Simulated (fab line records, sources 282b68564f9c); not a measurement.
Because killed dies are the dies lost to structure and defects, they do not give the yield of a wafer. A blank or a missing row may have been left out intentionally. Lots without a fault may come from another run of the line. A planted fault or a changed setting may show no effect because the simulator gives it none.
Check of tool commonality    flow rit-cmos    14 lots, 42 wafers sampled

## WHAT PROMPTED THE OPENING
At RIT_REOX_THK_MEAS_04 the reading REOX_OXIDE_THK is flagged on 2 of 14 lots. Wafers without a fault read 25.2 nm, standard deviation 0.49.
Rule: a lot gets a flag if all its wafers with a number sit over 4 standard deviations from that mean, or if no wafer of it has a number. As for the other lots, they are considered sound.

lot   measured     on             REOX_OXIDE_THK (nm), wafer by wafer  flag
L302  day 3 08:14  film-metro-02  24.9 24.3 25.1                       
L303  day 3 09:26  film-metro-01  25.6 25.2 25.6                       
L304  day 3 17:32  film-metro-02  25.0 25.1 24.7                       
L305  day 3 19:02  film-metro-03  24.7 24.7 24.7                       
L307  day 4 05:52  film-metro-02  40.4 40.0 39.7                       FLAGGED
L308  day 4 09:04  film-metro-03  25.0 25.0 24.6                       
L309  day 4 19:10  film-metro-01  39.1 39.9 40.9                       FLAGGED
L312  day 5 06:37  film-metro-02  24.8 24.8 24.5                       
L316  day 6 01:34  film-metro-02  26.1 26.2 25.5                       
L317  day 6 06:30  film-metro-02  25.6 25.9 25.6                       
L318  day 6 11:01  film-metro-01  25.4 25.1 25.3                       
L319  day 6 15:29  film-metro-03  25.2 25.5 25.2                       
L320  day 6 20:23  film-metro-01  25.7 25.5 25.6                       
L321  day 7 01:59  film-metro-02  25.1 25.2 25.4                       
The mean of the flagged lots' numbers is 40.0 nm, +14.8 nm from the usual (+30 standard deviations).

## WHICH TOOL RAN EACH LOT
The record keeps 1 process step preceding the reading, out of 202 steps on the route. Read each cell as the tool, then ch plus the chambers that the sampled wafers visited, then the start.
lot   flag     RIT_REOX_OXIDATION_03
L302           furnace-02 ch 0, day 3 05:41
L303           furnace-01 ch 0, day 3 06:53
L304           furnace-02 ch 0, day 3 14:58
L305           furnace-04 ch 0, day 3 16:28
L307  FLAGGED  furnace-04 ch 0, day 4 00:35
L308           furnace-02 ch 0, day 4 06:31
L309  FLAGGED  furnace-02 ch 0, day 4 13:25 and furnace-01 ch 0, day 4 16:32
L312           furnace-02 ch 0, day 5 04:04
L316           furnace-04 ch 0, day 5 23:00
L317           furnace-01 ch 0, day 6 03:57
L318           furnace-04 ch 0, day 6 08:27
L319           furnace-01 ch 0, day 6 12:56
L320           furnace-01 ch 0, day 6 17:50
L321           furnace-02 ch 0, day 6 23:26
What these steps do:
- RIT_REOX_OXIDATION_03: target thk 25.2 nm, ox time 5580 s.
- RIT_REOX_THK_MEAS_04

## FLAGGED AGAINST TOTAL, ONE TOOL AT A TIME (gauges that did the reading follow at the end)
step                   tool           lots run  flagged  share of the flagged lots  sound lots run after its first flagged lot
RIT_REOX_OXIDATION_03  furnace-01     5         1        some                       3 (L317,L319,L320)
RIT_REOX_OXIDATION_03  furnace-02     6         1        some                       2 (L312,L321)
RIT_REOX_OXIDATION_03  furnace-04     4         1        some                       2 (L316,L318)
RIT_REOX_THK_MEAS_04   film-metro-01  4         1        some                       2 (L318,L320)
RIT_REOX_THK_MEAS_04   film-metro-02  7         1        some                       4 (L312,L316,L317,L321)
RIT_REOX_THK_MEAS_04   film-metro-03  3         0        none                       -

## WHAT THE TABLE ALLOWS
No row of the table ran every flagged lot.

## WHAT THE SIMULATOR HAD INSERTED
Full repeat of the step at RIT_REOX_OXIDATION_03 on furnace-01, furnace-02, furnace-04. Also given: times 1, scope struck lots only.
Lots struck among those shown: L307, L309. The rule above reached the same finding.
